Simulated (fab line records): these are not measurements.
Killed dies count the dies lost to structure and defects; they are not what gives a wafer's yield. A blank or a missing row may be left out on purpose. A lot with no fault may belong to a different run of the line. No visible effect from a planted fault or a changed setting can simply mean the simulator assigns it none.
One fault seen from 2 desks || flow ritCmos || what lay behind the numbers comes last; until then each desk has only its own

THE METROLOGY DESK
What the gauges read for every lot (on any tool): the sampled wafers with a number, averaged. If a lot's mean is further than 4 standard deviations from the usual mean, the lot is out of limits and carries the mark OUT (the distance appears in the brackets).
Columns: A = FIELD_OXIDE_LEFT_2_THK at RIT_FOX2_THK_MEAS_91, usual 257 nm
{"lot": "L664", "first seen here": "day 2 13:20", "A": 257}
{"lot": "L668", "first seen here": "day 3 07:06", "A": 258}
{"lot": "L669", "first seen here": "day 3 14:46", "A": 250}
{"lot": "L672", "first seen here": "day 4 02:36", "A": 266}
{"lot": "L673", "first seen here": "day 4 09:58", "A": 257}
{"lot": "L674", "first seen here": "day 4 16:16", "A": 263}
{"lot": "L675", "first seen here": "day 4 21:51", "A": 264}
{"lot": "L676", "first seen here": "day 5 02:22", "A": 256}
{"lot": "L677", "first seen here": "day 5 07:35", "A": 250}
{"lot": "L678", "first seen here": "day 5 11:30", "A": 254}
{"lot": "L680", "first seen here": "day 5 19:45", "A": 257}
{"lot": "L682", "first seen here": "day 6 06:02", "A": 260}
{"lot": "L686", "first seen here": "day 7 01:19", "A": 244}
Finding of this desk: none of the 13 lots has anything out of limits.

TOOL OWNER'S DESK, plasmaAsher-04
The tool's own readings at RIT_PLDD_STRIP_09 (strips in O2, time 180 s): means of the sampled wafers that have a number, for each lot that ran on this tool. If a lot's mean is further than 4 standard deviations from the usual mean, the lot is out of limits and carries the mark OUT (the distance appears in the brackets).
Columns: A = drypumpMotorCurrentA at RIT_PLDD_STRIP_09, usual 6.0 A; B = runLengthS at RIT_PLDD_STRIP_09, usual 208.3 s
{"lot": "L664", "first seen here": "day 3 05:46", "A": 6.0, "B": 208.4}
{"lot": "L669", "first seen here": "day 4 05:01", "A": 5.9, "B": 208.4}
{"lot": "L674", "first seen here": "day 5 04:58", "A": 6.0, "B": 208.4}
{"lot": "L676", "first seen here": "day 5 18:43", "A": 6.2, "B": 208.0}
{"lot": "L678", "first seen here": "day 6 03:50", "A": 6.0, "B": 208.5}
{"lot": "L680", "first seen here": "day 6 09:05", "A": 6.2, "B": 208.1}
{"lot": "L682", "first seen here": "day 6 18:53", "A": 6.2, "B": "72.4 (-99 or more) OUT"}
This desk's verdict: out of limits on L682, starting with L682 at day 6 18:53 (runLengthS at RIT_PLDD_STRIP_09). L664, L669, L674, L676, L678, L680 stayed within limits.

PUT TOGETHER
The tool owner's desk had the chance to raise an alarm at day 6 18:53 on L682.
The metrology desk saw nothing out of limits.
The metrology desk holds a record of L682, inside its limits.
On plasmaAsher-04, each named lot ran RIT_PLDD_STRIP_09.

WHAT THE SIMULATOR HAD PUT IN
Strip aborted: plasmaAsher-04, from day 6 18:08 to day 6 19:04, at RIT_PLDD_STRIP_09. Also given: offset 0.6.
Lots struck among those shown: L682.
Hours from the fault's start to each desk's first reading out of limits: the tool owner's desk, 1.
